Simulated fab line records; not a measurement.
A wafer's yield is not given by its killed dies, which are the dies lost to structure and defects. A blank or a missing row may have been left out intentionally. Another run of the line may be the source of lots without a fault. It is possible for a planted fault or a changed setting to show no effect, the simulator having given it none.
Struck lot and sound lot, side by side + flow berkeley-cmos170 + 14 out of 331 route steps
Sound: the wafers L340.1, L340.3, L340.4. Wafers struck: L330.2, L330.3, L330.6. At the end, the cause is stated.
Order at every step that has rows: each side's tool, ch and its chambers, its first start. Under that, the readings that differ: sound wafers + struck wafers + difference of the means + sigmas: that difference in standard deviations of wafers without a fault.
alike: words and numbers the same on both sides, and readings whose means are apart by under 2 such deviations; not compared: readings that were withheld, readings missing a value for some wafer, numbers with overlapping values and no deviation given by the record, and bounds like >300 which may hide the same value.
The two part at a step that has a row with sigmas, a row that says differs or no value, or rows on one side only. Numbers that don't overlap but have no deviation are shown without sigmas and don't part them. A reading that every wafer of one side lacks parts them only if that side has two wafers or more.

UCB170_M1_CD_MEAS_90: the cd target is 700 nm.
  sound on cd-sem-02 at day 12 11:01; struck on cd-sem-01 at day 10 10:12
  alike: cd-nm
then, 1 step without rows for these wafers: UCB170_M1_ANNEAL_14 (time 1200 s).
UCB170_V1_CVD_00: deposits SiO2 from TEOS/O2, target thk 2000 nm, time 250 s.
  sound on pecvd-03 ch 0,1,2, day 12 12:44; struck on pecvd-01 ch 0,1, day 10 11:38
  alike: heater-power-w, pressure-mtorr
UCB170_V1_THK_MEAS_01:
  sound on film-metro-02 at day 12 12:53; struck on film-metro-02 at day 10 11:48
  alike: V1_TEOS_THK
UCB170_V1_CMP_02: polishes SiO2.
  sound on cmp-01 ch 0,2,3, day 12 12:57; struck on cmp-02 ch 1,3, day 10 11:51
  alike: motor-current-A
UCB170_V1_BOW_MEAS_03:
  sound on film-metro-02 at day 12 13:15; struck on film-metro-04 at day 10 12:10
  alike: V1_BOW
UCB170_V1_THK_MEAS_04:
  sound on film-metro-02 at day 12 13:22; struck on film-metro-04 at day 10 12:17
| reading              | sound                | struck             | difference | sigmas |
|----------------------|----------------------|--------------------|------------|--------|
| V1_POLISHED_THK (nm) | 1001.7 1002.5 1001.2 | 996.8 1000.7 998.9 | -3.0       | -3     |
then, 5 steps without rows for these wafers: UCB170_V1_CLEAN_05 (cleans in DIW); UCB170_V1_HMDS_06 (prime time 60 s); UCB170_V1_COAT_07 (resist thk 900 nm); UCB170_V1_SOFTBAKE_08 (time 60 s); UCB170_V1_EXPOSE_09 (exposes mask VIA1, target cd 700 nm).
UCB170_V1_PEB_10:
  struck on litho-track-01, day 10 13:20; sound on litho-track-01 ch 0, day 12 14:46
  no value came back on the struck wafers for chill-plate-temp-C (C), exhaust-pa (Pa), plate-temp-C (C); on the sound wafers chill-plate-temp-C (C) reads 23.08 23.01 22.95
then, 1 step without rows for these wafers: UCB170_V1_DEVELOP_11 (develop time 45 s).

## WHERE THEY PART
At UCB170_V1_THK_MEAS_04 first; at UCB170_V1_PEB_10 last (within this record only).

WHY: whatever the simulator had introduced
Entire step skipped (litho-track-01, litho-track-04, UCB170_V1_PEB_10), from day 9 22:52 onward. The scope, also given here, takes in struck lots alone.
